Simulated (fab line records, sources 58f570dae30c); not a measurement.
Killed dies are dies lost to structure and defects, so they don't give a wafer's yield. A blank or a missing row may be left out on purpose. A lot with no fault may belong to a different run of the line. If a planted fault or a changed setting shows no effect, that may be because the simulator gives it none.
Shared-tool check | flow berkeley_cmos170 | 42 wafers sampled across 14 lots

WHY IT WAS OPENED
At UCB170_ACTIVE_THK_MEAS_06 the reading ACTIVE_NITRIDE_THK is flagged on 2 of 14 lots. Wafers without a fault read 220.7 nm, standard deviation 2.3.
Rule: a lot gets a flag if all its wafers with a number sit over 4 standard deviations from that mean, or if no wafer of it has a number. As for the other lots, they are considered sound.

lot  | measured    | on            | ACTIVE_NITRIDE_THK (nm), wafer by wafer | flag
L779 | day 4 03:41 | film_metro-04 | 216.9 218.6 215.9                       |
L782 | day 4 10:32 | film_metro-04 | 221.0 221.1 221.4                       |
L783 | day 4 16:25 | film_metro-03 | 222.7 222.9 221.0                       |
L785 | day 4 20:56 | film_metro-02 | 338.6 338.4 338.6                       | FLAGGED
L786 | day 5 13:18 | film_metro-04 | 338.6 337.0 336.5                       | FLAGGED
L792 | day 6 19:43 | film_metro-04 | 218.6 220.0 219.7                       |
L794 | day 7 04:48 | film_metro-04 | 220.5 222.6 220.5                       |
L795 | day 8 01:32 | film_metro-02 | 220.6 217.2 217.9                       |
L797 | day 8 07:12 | film_metro-04 | 222.4 224.7 222.3                       |
L798 | day 8 07:12 | film_metro-03 | 220.6 221.7 222.1                       |
L799 | day 8 07:16 | film_metro-04 | 219.1 218.0 219.4                       |
L796 | day 8 07:17 | film_metro-03 | 225.7 223.4 225.3                       |
L800 | day 8 09:27 | film_metro-02 | 221.8 224.5 224.5                       |
L801 | day 8 09:27 | film_metro-04 | 219.5 220.5 218.6                       |
On average the flagged lots' numbers are 337.9 nm, which is +117.2 nm against the usual, or +51 standard deviations.

LOT BY LOT: THE TOOL USED
The record holds 1 process step before the reading, out of a route of 331 steps. Read each cell as the tool, then ch plus the chambers that the sampled wafers visited, then the start.
lot  | flag    | UCB170_ACTIVE_CVD_05
L779 |         | lpcvd-02 ch 1, day 4 01:46
L782 |         | lpcvd-02 ch 1, day 4 08:35
L783 |         | lpcvd-02 ch 0, day 4 14:30
L785 | FLAGGED | lpcvd-02 ch 0, day 4 19:01
L786 | FLAGGED | lpcvd-02 ch 0, day 5 11:22
L792 |         | lpcvd-01 ch 1, day 6 17:49
L794 |         | lpcvd-01 ch 0, day 7 02:53
L795 |         | lpcvd-02 ch 1, day 7 22:39
L797 |         | lpcvd-01 ch 0, day 8 05:17
L798 |         | lpcvd-01 ch 0, day 8 05:17
L799 |         | lpcvd-01 ch 0, day 8 05:17
L796 |         | lpcvd-01 ch 0, day 8 05:17
L800 |         | lpcvd-02 ch 0, day 8 07:32
L801 |         | lpcvd-02 ch 0, day 8 07:32
What these steps do:
- UCB170_ACTIVE_CVD_05: deposits Si3N4 from SiH2Cl2/NH3, target thk 220 nm, time 3300 s.
- UCB170_ACTIVE_THK_MEAS_06

FLAGGED OVER TOTAL, TOOL BY TOOL (the gauges that took the reading come last)
step                      | tool          | lots run | flagged | share of the flagged lots | sound lots run after its first flagged lot
UCB170_ACTIVE_CVD_05      | lpcvd-01      | 6        | 0       | none                      | -
UCB170_ACTIVE_CVD_05      | lpcvd-02      | 8        | 2       | all                       | 3 (L795,L800,L801)
UCB170_ACTIVE_THK_MEAS_06 | film_metro-02 | 3        | 1       | some                      | 2 (L795,L800)
UCB170_ACTIVE_THK_MEAS_06 | film_metro-03 | 3        | 0       | none                      | -
UCB170_ACTIVE_THK_MEAS_06 | film_metro-04 | 8        | 1       | some                      | 5 (L792,L794,L797,L799,L801)

WHAT THE TABLE ALLOWS
1 row of the table ran every flagged lot: lpcvd-02 at UCB170_ACTIVE_CVD_05.
- lpcvd-02 at UCB170_ACTIVE_CVD_05: 2 of its 8 lots flagged. After the first flagged lot (L795, L800, L801), sound lots still ran on it; a lasting fault on the whole tool would not permit that.
Not one row of the table ran every flagged lot while running no sound lot after the first.

WHAT THE SIMULATOR PUT IN
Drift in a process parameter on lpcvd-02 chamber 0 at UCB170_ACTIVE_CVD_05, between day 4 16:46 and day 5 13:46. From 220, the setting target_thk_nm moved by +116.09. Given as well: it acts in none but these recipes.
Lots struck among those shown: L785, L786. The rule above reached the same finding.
